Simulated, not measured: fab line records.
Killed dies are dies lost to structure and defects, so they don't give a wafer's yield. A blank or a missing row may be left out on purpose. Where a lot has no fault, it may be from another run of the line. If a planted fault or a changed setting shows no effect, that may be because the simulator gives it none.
fab line records / flow ritCmos
record: lots: 5 wafers: 15 lastDay: 7
route steps=202 shown NLDD@105 PLDD@114 M1@202
lots that met no fault: taken from a fault-free run of the same line
startH: hours from the record's opening day to when the first of the lot's shown wafers began / waitH: time in hours since the lot's previous step / " same as the row above / L1.1+2: a row that stands for several wafers / - either no value or no given start / * or withheld: withheld / < > ~ a bound
route shown NAME@n: names a module that has steps shown in the file, with the first one's number in the route / usual: the fault-free wafers' mean and standard deviation / same: alike in all rows / chamber/n: place in a boat / sites: readings site by site / _std_site: the values' standard deviation / _edge_site: outer sites' mean less inner sites' / radiusMm: for every site, how far away it sits from the centre of the wafer / mask NAME#n: copy n / behind: the tool/chamber that last shaped the wafer / hold: why the lot was held/for how many hours/how that ended / device: whichever transistor did not switch (one of n, p or np) / end of line: at the end of the route, the tests of the same wafers / a step with no rows: only its recipe / killed: at the first sort, the dies lost to defects and structure; wafer yield is something else / map: dies across one wafer; x = killed, . = not, _ = none there
set.NAME: the run value of the setting; set.NAME@STEP: its run value at that earlier step / model.NAME: the simulator's own value behind a step, which no gauge read
lots seen at some steps along the route; tables by step, rows by wafer
services: from which hour (startH, from the record's first day; less than 0 if before it) a tool's chamber was out of use, for how many hours, and why
== steps ==
step: RIT_NLDD_SOFTBAKE_02
recipe: resist: NOVOLAK tempC: 90 timeS: 60
step: RIT_NLDD_EXPOSE_03
recipe: maskId: M7 na: 0.57 targetCdNm: 40700 doseMj: 250
step: RIT_NLDD_PEB_04
recipe: resist: NOVOLAK tempC: withheld timeS: withheld
step: RIT_NLDD_DEVELOP_05
recipe: resist: NOVOLAK developTimeS: 50 devTempC: 23
step: RIT_NLDD_OVL_MEAS_06
usual: NLDD_OVL: -1.1/1.5
lot.wafer=L134.2 tool=overlay-01 chamber=- startH=76.94 waitH=- NLDD_OVL[nm]=-5.5
lot.wafer=L134.3 tool=overlay-01 chamber=- startH=76.94 waitH=- NLDD_OVL[nm]=-3.1
lot.wafer=L134.6 tool=overlay-01 chamber=- startH=76.94 waitH=- NLDD_OVL[nm]=-3.3
lot.wafer=L138.1 tool=overlay-02 chamber=- startH=97.71 waitH=- NLDD_OVL[nm]=3.0
lot.wafer=L138.4 tool=overlay-02 chamber=- startH=97.71 waitH=- NLDD_OVL[nm]=1.4
lot.wafer=L138.6 tool=overlay-02 chamber=- startH=97.71 waitH=- NLDD_OVL[nm]=1.4
lot.wafer=L139.2 tool=overlay-02 chamber=- startH=106.25 waitH=- NLDD_OVL[nm]=-3.3
lot.wafer=L139.3 tool=overlay-02 chamber=- startH=106.25 waitH=- NLDD_OVL[nm]=-2.2
lot.wafer=L139.5 tool=overlay-02 chamber=- startH=106.25 waitH=- NLDD_OVL[nm]=-1.3
lot.wafer=L140.1 tool=overlay-01 chamber=- startH=108.77 waitH=- NLDD_OVL[nm]=-1.4
lot.wafer=L140.2 tool=overlay-01 chamber=- startH=108.77 waitH=- NLDD_OVL[nm]=-0.9
lot.wafer=L140.3 tool=overlay-01 chamber=- startH=108.77 waitH=- NLDD_OVL[nm]=-2.2
lot.wafer=L149.1 tool=overlay-01 chamber=- startH=156.07 waitH=- NLDD_OVL[nm]=-0.5
lot.wafer=L149.2 tool=overlay-01 chamber=- startH=156.07 waitH=- NLDD_OVL[nm]=-0.6
lot.wafer=L149.3 tool=overlay-01 chamber=- startH=156.07 waitH=- NLDD_OVL[nm]=1.7
step: RIT_NLDD_HARDBAKE_07
recipe: resist: NOVOLAK tempC: 140 timeS: 60
step: RIT_NLDD_IMPLANT_08
recipe: species: P energyKev: 20 doseCm2: 5e+14 tiltDeg: 7
step: RIT_NLDD_STRIP_09
recipe: chemistry: O2 timeS: 180 resist: NOVOLAK platenTempC: withheld powerW: 500 pressureMtorr: 4000 o2FlowSccm: 4000
usual: drypumpMotorCurrentA: 5.5/0.38
lot.wafer=L134.2 tool=plasmaAsher-04 chamber=1 startH=77.27 waitH=0.1 drypumpMotorCurrentA=6.1 rfHoursCounterH=43
lot.wafer=L134.3 tool=plasmaAsher-04 chamber=1 startH=77.27 waitH=0.1 drypumpMotorCurrentA=6.1 rfHoursCounterH=-
lot.wafer=L134.6 tool=plasmaAsher-04 chamber=1 startH=77.27 waitH=0.1 drypumpMotorCurrentA=6.0 rfHoursCounterH=-
lot.wafer=L138.1 tool=plasmaAsher-04 chamber=0 startH=98.04 waitH=0.1 drypumpMotorCurrentA=5.3 rfHoursCounterH=45
lot.wafer=L138.4 tool=plasmaAsher-04 chamber=0 startH=98.04 waitH=0.1 drypumpMotorCurrentA=5.3 rfHoursCounterH=-
lot.wafer=L138.6 tool=plasmaAsher-04 chamber=0 startH=98.04 waitH=0.1 drypumpMotorCurrentA=5.3 rfHoursCounterH=-
lot.wafer=L139.2 tool=plasmaAsher-04 chamber=1 startH=106.58 waitH=0.1 drypumpMotorCurrentA=6.0 rfHoursCounterH=46
lot.wafer=L139.3 tool=plasmaAsher-04 chamber=1 startH=106.58 waitH=0.1 drypumpMotorCurrentA=6.0 rfHoursCounterH=-
lot.wafer=L139.5 tool=plasmaAsher-04 chamber=0 startH=106.58 waitH=0.1 drypumpMotorCurrentA=5.3 rfHoursCounterH=-
lot.wafer=L140.1 tool=plasmaAsher-04 chamber=0 startH=109.25 waitH=0.1 drypumpMotorCurrentA=5.3 rfHoursCounterH=46
lot.wafer=L140.2 tool=plasmaAsher-04 chamber=1 startH=109.25 waitH=0.1 drypumpMotorCurrentA=6.1 rfHoursCounterH=46
lot.wafer=L140.3 tool=plasmaAsher-04 chamber=1 startH=109.25 waitH=0.1 drypumpMotorCurrentA=6.0 rfHoursCounterH=-
lot.wafer=L149.1 tool=plasmaAsher-04 chamber=1 startH=156.41 waitH=0.1 drypumpMotorCurrentA=6.0 rfHoursCounterH=52
lot.wafer=L149.2 tool=plasmaAsher-04 chamber=0 startH=156.41 waitH=0.1 drypumpMotorCurrentA=5.3 rfHoursCounterH=52
lot.wafer=L149.3 tool=plasmaAsher-04 chamber=0 startH=156.41 waitH=0.1 drypumpMotorCurrentA=5.3 rfHoursCounterH=-
step: RIT_NLDD_TW_MEAS_10
usual: NLDD_TW: 2481/13
lot.wafer=L134.2 tool=filmMetro-04 chamber=- startH=77.45 waitH=0.1 NLDD_TW=2491
lot.wafer=L134.3 tool=filmMetro-04 chamber=- startH=77.45 waitH=0.1 NLDD_TW=2481
lot.wafer=L134.6 tool=filmMetro-04 chamber=- startH=77.45 waitH=0.1 NLDD_TW=2484
lot.wafer=L138.1 tool=filmMetro-04 chamber=- startH=98.22 waitH=0.1 NLDD_TW=2485
lot.wafer=L138.4 tool=filmMetro-04 chamber=- startH=98.22 waitH=0.1 NLDD_TW=2495
lot.wafer=L138.6 tool=filmMetro-04 chamber=- startH=98.22 waitH=0.1 NLDD_TW=2489
lot.wafer=L139.2 tool=filmMetro-02 chamber=- startH=106.77 waitH=0.1 NLDD_TW=2502
lot.wafer=L139.3 tool=filmMetro-02 chamber=- startH=106.77 waitH=0.1 NLDD_TW=2492
lot.wafer=L139.5 tool=filmMetro-02 chamber=- startH=106.77 waitH=0.1 NLDD_TW=2500
lot.wafer=L140.1 tool=filmMetro-04 chamber=- startH=109.43 waitH=0.1 NLDD_TW=2492
lot.wafer=L140.2 tool=filmMetro-04 chamber=- startH=109.43 waitH=0.1 NLDD_TW=2491
lot.wafer=L140.3 tool=filmMetro-04 chamber=- startH=109.43 waitH=0.1 NLDD_TW=2488
lot.wafer=L149.1 tool=filmMetro-04 chamber=- startH=156.58 waitH=0.1 NLDD_TW=2472
lot.wafer=L149.2 tool=filmMetro-04 chamber=- startH=156.58 waitH=0.1 NLDD_TW=2475
lot.wafer=L149.3 tool=filmMetro-04 chamber=- startH=156.58 waitH=0.1 NLDD_TW=2466
step: RIT_PLDD_HMDS_00
recipe: primeTimeS: 60 primeTempC: 140
step: RIT_PLDD_COAT_01
recipe: resist: NOVOLAK spinRpm: 3250 resistThkNm: 1000
step: RIT_PLDD_SOFTBAKE_02
recipe: resist: NOVOLAK tempC: 90 timeS: 60
step: RIT_PLDD_EXPOSE_03
recipe: maskId: M8 na: 0.57 targetCdNm: 40900 doseMj: 250
lot.wafer=L134.2+3+6 tool=ilineStepper-02 chamber=0 startH=77.97 waitH=0.1 mask=M8#0
lot.wafer=L138.1+4+6 tool=ilineStepper-01 chamber=0 startH=98.73 waitH=0.1 mask=M7#0
lot.wafer=L139.2+3+5 tool=ilineStepper-01 chamber=0 startH=107.29 waitH=0.1 mask=M8#0
lot.wafer=L140.1+2+3 tool=ilineStepper-02 chamber=0 startH=110.06 waitH=0.2 mask=M8#0
lot.wafer=L149.1+2+3 tool=ilineStepper-01 chamber=0 startH=157.09 waitH=0.1 mask=M8#0
step: RIT_PLDD_PEB_04
recipe: resist: NOVOLAK tempC: withheld timeS: withheld
step: RIT_PLDD_DEVELOP_05
recipe: resist: NOVOLAK developTimeS: 50 devTempC: 23
step: RIT_PLDD_OVL_MEAS_06
usual: PLDD_OVL: 0.4/1.4
lot.wafer=L134.2 tool=overlay-02 chamber=- startH=78.36 waitH=- PLDD_OVL[nm]=-1.5
lot.wafer=L134.3 tool=overlay-02 chamber=- startH=78.36 waitH=- PLDD_OVL[nm]=0.1
lot.wafer=L134.6 tool=overlay-02 chamber=- startH=78.36 waitH=- PLDD_OVL[nm]=-3.2
lot.wafer=L138.1 tool=overlay-02 chamber=- startH=99.13 waitH=- PLDD_OVL[nm]=-
lot.wafer=L138.4 tool=overlay-02 chamber=- startH=99.13 waitH=- PLDD_OVL[nm]=-
lot.wafer=L138.6 tool=overlay-02 chamber=- startH=99.13 waitH=- PLDD_OVL[nm]=-
lot.wafer=L139.2 tool=overlay-01 chamber=- startH=107.67 waitH=- PLDD_OVL[nm]=1.4
lot.wafer=L139.3 tool=overlay-01 chamber=- startH=107.67 waitH=- PLDD_OVL[nm]=1.3
lot.wafer=L139.5 tool=overlay-01 chamber=- startH=107.67 waitH=- PLDD_OVL[nm]=2.6
lot.wafer=L140.1 tool=overlay-02 chamber=- startH=110.46 waitH=- PLDD_OVL[nm]=1.9
lot.wafer=L140.2 tool=overlay-02 chamber=- startH=110.46 waitH=- PLDD_OVL[nm]=2.1
lot.wafer=L140.3 tool=overlay-02 chamber=- startH=110.46 waitH=- PLDD_OVL[nm]=0.8
lot.wafer=L149.1 tool=overlay-01 chamber=- startH=157.49 waitH=- PLDD_OVL[nm]=0.1
lot.wafer=L149.2 tool=overlay-01 chamber=- startH=157.49 waitH=- PLDD_OVL[nm]=-1.3
lot.wafer=L149.3 tool=overlay-01 chamber=- startH=157.49 waitH=- PLDD_OVL[nm]=1.3
step: RIT_PLDD_HARDBAKE_07
recipe: resist: NOVOLAK tempC: 140 timeS: 60
step: RIT_PLDD_IMPLANT_08
recipe: species: BF2 energyKev: 20 doseCm2: 9e+14 tiltDeg: 7
step: RIT_PLDD_STRIP_09
recipe: chemistry: O2 timeS: 180 resist: NOVOLAK platenTempC: withheld powerW: 500 pressureMtorr: 4000 o2FlowSccm: 4000
usual: drypumpMotorCurrentA: 5.5/0.42
lot.wafer=L134.2 tool=plasmaAsher-01 chamber=0 startH=78.69 waitH=0.1 drypumpMotorCurrentA=6.1 rfHoursCounterH=47
lot.wafer=L134.3 tool=plasmaAsher-01 chamber=1 startH=78.69 waitH=0.1 drypumpMotorCurrentA=5.1 rfHoursCounterH=-
lot.wafer=L134.6 tool=plasmaAsher-01 chamber=1 startH=78.69 waitH=0.1 drypumpMotorCurrentA=5.1 rfHoursCounterH=-
lot.wafer=L138.1 tool=plasmaAsher-03 chamber=1 startH=99.46 waitH=0.1 drypumpMotorCurrentA=5.4 rfHoursCounterH=26
lot.wafer=L138.4 tool=plasmaAsher-03 chamber=0 startH=99.46 waitH=0.1 drypumpMotorCurrentA=5.1 rfHoursCounterH=-
lot.wafer=L138.6 tool=plasmaAsher-03 chamber=0 startH=99.46 waitH=0.1 drypumpMotorCurrentA=5.2 rfHoursCounterH=-
lot.wafer=L139.2 tool=plasmaAsher-01 chamber=0 startH=108.00 waitH=0.1 drypumpMotorCurrentA=6.2 rfHoursCounterH=50
lot.wafer=L139.3 tool=plasmaAsher-01 chamber=1 startH=108.00 waitH=0.1 drypumpMotorCurrentA=5.1 rfHoursCounterH=-
lot.wafer=L139.5 tool=plasmaAsher-01 chamber=0 startH=108.00 waitH=0.1 drypumpMotorCurrentA=6.1 rfHoursCounterH=-
lot.wafer=L140.1 tool=plasmaAsher-01 chamber=0 startH=110.80 waitH=0.1 drypumpMotorCurrentA=6.1 rfHoursCounterH=50
lot.wafer=L140.2 tool=plasmaAsher-01 chamber=1 startH=110.80 waitH=0.1 drypumpMotorCurrentA=5.1 rfHoursCounterH=50
lot.wafer=L140.3 tool=plasmaAsher-01 chamber=0 startH=110.80 waitH=0.1 drypumpMotorCurrentA=6.1 rfHoursCounterH=-
lot.wafer=L149.1 tool=plasmaAsher-04 chamber=1 startH=157.83 waitH=0.1 drypumpMotorCurrentA=6.0 rfHoursCounterH=52
lot.wafer=L149.2 tool=plasmaAsher-04 chamber=0 startH=157.83 waitH=0.1 drypumpMotorCurrentA=5.3 rfHoursCounterH=52
lot.wafer=L149.3 tool=plasmaAsher-04 chamber=0 startH=157.83 waitH=0.1 drypumpMotorCurrentA=5.3 rfHoursCounterH=-
step: RIT_PLDD_TW_MEAS_10
usual: PLDD_TW: 2346/12
lot.wafer=L134.2 tool=filmMetro-02 chamber=- startH=78.87 waitH=0.1 hold=- PLDD_TW=2346
lot.wafer=L134.3 tool=filmMetro-02 chamber=- startH=78.87 waitH=0.1 hold=- PLDD_TW=2340
lot.wafer=L134.6 tool=filmMetro-02 chamber=- startH=78.87 waitH=0.1 hold=- PLDD_TW=2356
lot.wafer=L138.1 tool=filmMetro-02 chamber=- startH=99.64 waitH=0.1 hold=awaitDispo/0.2h/release PLDD_TW=30
lot.wafer=L138.4 tool=filmMetro-02 chamber=- startH=99.64 waitH=0.1 hold=awaitDispo/0.2h/release PLDD_TW=30
lot.wafer=L138.6 tool=filmMetro-02 chamber=- startH=99.64 waitH=0.1 hold=awaitDispo/0.2h/release PLDD_TW=30
lot.wafer=L138.1 tool=filmMetro-02 chamber=- startH=99.86 waitH=0.2 hold=- PLDD_TW=30
lot.wafer=L138.4 tool=filmMetro-02 chamber=- startH=99.86 waitH=0.2 hold=- PLDD_TW=30
lot.wafer=L138.6 tool=filmMetro-02 chamber=- startH=99.86 waitH=0.2 hold=- PLDD_TW=30
lot.wafer=L139.2 tool=filmMetro-01 chamber=- startH=108.19 waitH=0.1 hold=- PLDD_TW=2361
lot.wafer=L139.3 tool=filmMetro-01 chamber=- startH=108.19 waitH=0.1 hold=- PLDD_TW=2358
lot.wafer=L139.5 tool=filmMetro-01 chamber=- startH=108.19 waitH=0.1 hold=- PLDD_TW=2358
lot.wafer=L140.1 tool=filmMetro-02 chamber=- startH=110.97 waitH=0.1 hold=- PLDD_TW=2348
lot.wafer=L140.2 tool=filmMetro-02 chamber=- startH=110.97 waitH=0.1 hold=- PLDD_TW=2355
lot.wafer=L140.3 tool=filmMetro-02 chamber=- startH=110.97 waitH=0.1 hold=- PLDD_TW=2373
lot.wafer=L149.1 tool=filmMetro-02 chamber=- startH=158.00 waitH=0.1 hold=- PLDD_TW=2360
lot.wafer=L149.2 tool=filmMetro-02 chamber=- startH=158.00 waitH=0.1 hold=- PLDD_TW=2355
lot.wafer=L149.3 tool=filmMetro-02 chamber=- startH=158.00 waitH=0.1 hold=- PLDD_TW=2352
step: RIT_M1_PROBE_99
usual: defectLimitedYield: 97.4/1.2 killedAtFrontEnd: 7/3 killedDies: 7/3.1 killedOpen: 3.3/1.8 killedShort: 3.6/2 sort_bin_3_pad_short: 0.1/0.22 sort_bin_5_function: 1.4/0.84 sort_bin_6_memory: 1.0/0.67 sortNPass: 257/3.1 sortYieldPct: 97.4/1.2
same: grossDies: 264 killed_at_M0_to_M3: 0 killed_at_M4_up: 0 killedAtBackSide: 0 killedAtContacts: 0 killedAtOther: 0
lot.wafer=L134.2 tool=prober-02 chamber=- startH=92.61 waitH=0.1 defectLimitedYield[%]=97.7 killedAtFrontEnd=6 killedDies=6 killedOpen=2 killedShort=4 sort_bin_3_pad_short[%]=0.4 sort_bin_5_function[%]=0.8 sort_bin_6_memory[%]=1.1 sortNPass=258 sortYieldPct[%]=97.7
lot.wafer=L134.3 tool=prober-02 chamber=- startH=92.66 waitH=0.2 defectLimitedYield[%]=97.7 killedAtFrontEnd=6 killedDies=6 killedOpen=5 killedShort=1 sort_bin_3_pad_short[%]=0 sort_bin_5_function[%]=1.5 sort_bin_6_memory[%]=0.8 sortNPass=258 sortYieldPct[%]=97.7
lot.wafer=L134.6 tool=prober-02 chamber=- startH=92.81 waitH=0.2 defectLimitedYield[%]=97.7 killedAtFrontEnd=6 killedDies=6 killedOpen=4 killedShort=2 sort_bin_3_pad_short[%]=0 sort_bin_5_function[%]=1.5 sort_bin_6_memory[%]=0.8 sortNPass=258 sortYieldPct[%]=97.7
lot.wafer=L139.2 tool=prober-01 chamber=- startH=121.86 waitH=0.1 defectLimitedYield[%]=96.6 killedAtFrontEnd=9 killedDies=9 killedOpen=7 killedShort=2 sort_bin_3_pad_short[%]=0 sort_bin_5_function[%]=2.3 sort_bin_6_memory[%]=1.1 sortNPass=255 sortYieldPct[%]=96.6
lot.wafer=L139.3 tool=prober-01 chamber=- startH=121.91 waitH=0.2 defectLimitedYield[%]=97.0 killedAtFrontEnd=8 killedDies=8 killedOpen=3 killedShort=5 sort_bin_3_pad_short[%]=0 sort_bin_5_function[%]=1.1 sort_bin_6_memory[%]=1.9 sortNPass=256 sortYieldPct[%]=97.0
lot.wafer=L139.5 tool=prober-01 chamber=- startH=122.01 waitH=0.2 defectLimitedYield[%]=98.5 killedAtFrontEnd=4 killedDies=4 killedOpen=1 killedShort=3 sort_bin_3_pad_short[%]=0 sort_bin_5_function[%]=0.8 sort_bin_6_memory[%]=0.8 sortNPass=260 sortYieldPct[%]=98.5
lot.wafer=L140.1 tool=prober-02 chamber=- startH=125.57 waitH=0.1 defectLimitedYield[%]=97.3 killedAtFrontEnd=7 killedDies=7 killedOpen=1 killedShort=6 sort_bin_3_pad_short[%]=0.8 sort_bin_5_function[%]=0.8 sort_bin_6_memory[%]=1.1 sortNPass=257 sortYieldPct[%]=97.3
lot.wafer=L140.2 tool=prober-02 chamber=- startH=125.62 waitH=0.1 defectLimitedYield[%]=98.5 killedAtFrontEnd=4 killedDies=4 killedOpen=1 killedShort=3 sort_bin_3_pad_short[%]=0 sort_bin_5_function[%]=0.4 sort_bin_6_memory[%]=1.1 sortNPass=260 sortYieldPct[%]=98.5
lot.wafer=L140.3 tool=prober-02 chamber=- startH=125.67 waitH=0.2 defectLimitedYield[%]=98.5 killedAtFrontEnd=4 killedDies=4 killedOpen=2 killedShort=2 sort_bin_3_pad_short[%]=0.4 sort_bin_5_function[%]=0.4 sort_bin_6_memory[%]=0.8 sortNPass=260 sortYieldPct[%]=98.5
lot.wafer=L149.1 tool=prober-01 chamber=- startH=174.14 waitH=0.1 defectLimitedYield[%]=97.3 killedAtFrontEnd=7 killedDies=7 killedOpen=6 killedShort=1 sort_bin_3_pad_short[%]=0 sort_bin_5_function[%]=2.3 sort_bin_6_memory[%]=0.4 sortNPass=257 sortYieldPct[%]=97.3
lot.wafer=L149.2 tool=prober-01 chamber=- startH=174.19 waitH=0.1 defectLimitedYield[%]=97.0 killedAtFrontEnd=8 killedDies=8 killedOpen=4 killedShort=4 sort_bin_3_pad_short[%]=0.8 sort_bin_5_function[%]=0.4 sort_bin_6_memory[%]=1.9 sortNPass=256 sortYieldPct[%]=97.0
lot.wafer=L149.3 tool=prober-01 chamber=- startH=174.24 waitH=0.2 defectLimitedYield[%]=98.1 killedAtFrontEnd=5 killedDies=5 killedOpen=1 killedShort=3 sort_bin_3_pad_short[%]=0.4 sort_bin_5_function[%]=0.8 sort_bin_6_memory[%]=0.8 sortNPass=259 sortYieldPct[%]=98.1
killed by level:class
L134.2 GATE:geometricParticle:short=2 FOX2:geometricParticle:short=1 GATE:geometricParticle:open=1 REOX:geometricParticle:short=1 SPACER:geometricParticle:open=1
L134.3 GATE:geometricParticle:open=4 FOX1:geometricParticle:short=1 SPACER:geometricParticle:open=1
L134.6 REOX:geometricParticle:open=3 FOX1:geometricParticle:open=1 GATE:geometricParticle:short=1 REOX:geometricParticle:short=1
L139.2 GATE:geometricParticle:open=3 FOX1:geometricParticle:short=2 SILICIDE:geometricParticle:open=2 REOX:geometricParticle:open=1 SPACER:geometricParticle:open=1
L139.3 GATE:geometricParticle:short=2 FOX1:geometricParticle:short=1 GATE:geometricParticle:open=1 REOX:geometricParticle:open=1 REOX:geometricParticle:short=1 SILICIDE:geometricParticle:open=1 SILICIDE:geometricParticle:short=1
L139.5 FOX1:geometricParticle:short=2 REOX:geometricParticle:short=1 SILICIDE:geometricParticle:open=1
L140.1 FOX1:geometricParticle:short=3 FOX2:geometricParticle:short=1 GATE:geometricParticle:short=1 SPACER:geometricParticle:short=1 SILICIDE:geometricParticle:open=1
L140.2 FOX1:geometricParticle:short=2 SILICIDE:geometricParticle:open=1 SILICIDE:geometricParticle:short=1
L140.3 GATE:geometricParticle:short=1 GATE:geometricParticle:open=1 SILICIDE:geometricParticle:open=1 SILICIDE:geometricParticle:short=1
L149.1 FOX1:geometricParticle:open=2 SPACER:geometricParticle:open=2 FOX1:geometricParticle:short=1 FOX2:geometricParticle:open=1 GATE:geometricParticle:open=1
L149.2 FOX1:geometricParticle:open=3 FOX1:geometricParticle:short=2 GATE:geometricParticle:short=1 GATE:geometricParticle:open=1 REOX:geometricParticle:short=1
L149.3 GATE:geometricParticle:short=2 FOX1:geometricParticle:open=1 SPACER:geometricParticle:short=1 NSD:coatMicrobubblePrinted=1
== services ==
tool=ilineStepper-02 chamber=0 startH=58.50 hours=- kind=calibration
tool=plasmaAsher-04 chamber=- startH=66.74 hours=3.4 kind=repair
tool=ilineStepper-01 chamber=- startH=90.75 hours=4.4 kind=pm
tool=ilineStepper-02 chamber=- startH=97.09 hours=1.7 kind=pm
tool=plasmaAsher-03 chamber=- startH=107.98 hours=6.8 kind=repair
tool=plasmaAsher-04 chamber=- startH=155.19 hours=0.7 kind=repair
== key ==
firstSign: step: RIT_PLDD_EXPOSE_03 reading: mask direction: changed
effect: step: RIT_PLDD_OVL_MEAS_06 reading: PLDD_OVL direction: missing
effect: step: RIT_PLDD_TW_MEAS_10 reading: visit direction: added
effect: step: RIT_PLDD_TW_MEAS_10 reading: PLDD_TW direction: down sigmas: 99+ usual: 2346 struck: 30
metAt RIT_PLDD_EXPOSE_03
struckWafers L138.1,L138.4,L138.6
scrappedBehind RIT_PLDD_TW_MEAS_10 L138.1,L138.4,L138.6
fault: kind: wrongMask tool: any chamber: - onsetH: 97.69 steps: RIT_PLDD_EXPOSE_03 auxCopy: M7#0 scope: struckLotsOnly
